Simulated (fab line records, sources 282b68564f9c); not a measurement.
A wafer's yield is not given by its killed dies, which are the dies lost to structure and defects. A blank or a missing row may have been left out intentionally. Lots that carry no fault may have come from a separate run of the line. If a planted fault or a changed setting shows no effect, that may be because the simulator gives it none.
Split-lot experiment | flow rit-cmos | 5 lots, 23 wafers read, on a route of 202 steps

## ON THE SPLIT
At RIT_CONTACT_COAT_03 (resist thk 1000 nm), the setting spin-rpm was moved away from the recipe's 3250 rpm on 8 of the 23 wafers read, by -5.5% to -2.4%. The other wafers ran this setting at the recipe's value.

## FROM THE SPLIT TO THE READING: what the file shows between them, 3 steps
- RIT_CONTACT_DEVELOP_07: develop time 120 s (also split here: develop-time-s)
- RIT_CONTACT_CD_MEAS_08: target cd 1000 nm
- RIT_CONTACT_HARDBAKE_10: time 60 s

## THE READING
NOVOLAK_of_CONTACT_COAT_03.thk-nm (the simulator's own value, which no gauge read), in nm, at RIT_CONTACT_ETCH_11 (etches SiO2 in CHF3/CF4/Ar, stops on TiSi2, target depth 480 nm, time 320 s). The file does not state a usual value for it. Across the 15 wafers here that went through the recipe, the average is 770.6 nm and the standard deviation 2.8 nm.

wafer  | tool, chamber at the split | spin-rpm as run, rpm | against the recipe | NOVOLAK_of_CONTACT_COAT_03.thk-nm, nm | against lot-mates on the recipe
L075.1 | litho-track-01, 0          | 3250                 | recipe             | 766.9                                 | -
L075.3 | litho-track-01, 0          | 3250                 | recipe             | 771                                   | -
L075.6 | litho-track-01, 0          | 3250                 | recipe             | 769.4                                 | -
L077.1 | litho-track-01, 0          | 3250                 | recipe             | 773.1                                 | -
L077.2 | litho-track-01, 0          | 3250                 | recipe             | 770                                   | -
L077.3 | litho-track-01, 0          | 3250                 | recipe             | 771.2                                 | -
L077.4 | litho-track-01, 0          | 3250                 | recipe             | 767.4                                 | -
L077.6 | litho-track-01, 0          | 3250                 | recipe             | 773                                   | -
L081.1 | litho-track-03, 0          | 3250                 | recipe             | 774.2                                 | -
L081.2 | litho-track-03, 0          | 3250                 | recipe             | 770.5                                 | -
L081.4 | litho-track-03, 0          | 3079                 | -5.3%              | 793.7                                 | +20.1
L081.5 | litho-track-03, 0          | 3250                 | recipe             | 776.2                                 | -
L081.6 | litho-track-03, 0          | 3079                 | -5.3%              | 799.2                                 | +25.6
L082.1 | litho-track-01, 0          | 3173                 | -2.4%              | 777.1                                 | +9.9
L082.2 | litho-track-01, 0          | 3173                 | -2.4%              | 777.6                                 | +10.4
L082.3 | litho-track-01, 0          | 3173                 | -2.4%              | 774.9                                 | +7.6
L082.4 | litho-track-01, 0          | 3250                 | recipe             | 767.1                                 | -
L082.6 | litho-track-01, 0          | 3250                 | recipe             | 767.4                                 | -
L085.1 | litho-track-04, 0          | 3070                 | -5.5%              | 786.3                                 | +15.6
L085.3 | litho-track-04, 0          | 3250                 | recipe             | 773.2                                 | -
L085.4 | litho-track-04, 0          | 3070                 | -5.5%              | 791.7                                 | +21.0
L085.5 | litho-track-04, 0          | 3250                 | recipe             | 768.2                                 | -
L085.6 | litho-track-04, 0          | 3070                 | -5.5%              | 789.6                                 | +18.9

THE FIT
A straight line over all 23 wafers: NOVOLAK_of_CONTACT_COAT_03.thk-nm changes by -3.86 nm for each +1% of spin-rpm; r = -0.93; the points scatter about the line by 3.6 nm.
The same after taking each lot's own level away (the mean of its wafers on the recipe; 23 wafers): -3.72 nm for each +1%; r = -0.96; scatter 2.5 nm.
According to that fit, moving spin-rpm by its largest amount changes the reading by 21 nm.
Measured against the standard deviation above, the lots' own levels, which go from 767.25 to 773.63 nm, span 2.3 times it.
Hence the lot-to-lot level has little effect on the slope; both slopes agree.
Check: with one of the wafers moved furthest among these (-5.5%) left out of the fit, the line predicts +21.9 nm for it against its lot-mates. Against them it came out at +15.6 nm.

## THE OTHER SPLITS THESE WAFERS WENT THROUGH
Before the reading, these wafers also passed through other splits. Each is held against what the fit with the lots' levels taken away leaves over:
other split on the same wafers        | wafers away from the commonest value | r with NOVOLAK_of_CONTACT_COAT_03.thk-nm (lot level and that fit taken away)
RIT_PLDD_COAT_01 spin-rpm             | 12                                   | -0.23
RIT_SILICIDE_SPUTTER_01 time-s        | 9                                    | +0.07
RIT_CONTACT_DEVELOP_07 develop-time-s | 12                                   | -0.25

## THE WHOLE CHAIN: every reading that the file lists as answering this split, in the file's order
step                    | what it does                                                                | reading                                                                            | change (the file's fit)              | r (the file's)
RIT_CONTACT_COAT_03     | resist thk 1000 nm                                                          | NOVOLAK_of_CONTACT_COAT_03.thk-nm (the simulator's own value, which no gauge read) | -4.77 nm for each +1% of the setting | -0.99
RIT_CONTACT_HARDBAKE_10 | time 60 s                                                                   | NOVOLAK_of_CONTACT_COAT_03.thk-nm (the simulator's own value, which no gauge read) | -4.17 nm for each +1% of the setting | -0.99
RIT_CONTACT_ETCH_11     | etches SiO2 in CHF3/CF4/Ar, stops on TiSi2, target depth 480 nm, time 320 s | NOVOLAK_of_CONTACT_COAT_03.thk-nm (the simulator's own value, which no gauge read) | -3.82 nm for each +1% of the setting | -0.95

## FILE'S OWN FIT
NOVOLAK_of_CONTACT_COAT_03.thk-nm changes by -3.82 nm for each +1% of spin-rpm, r = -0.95.
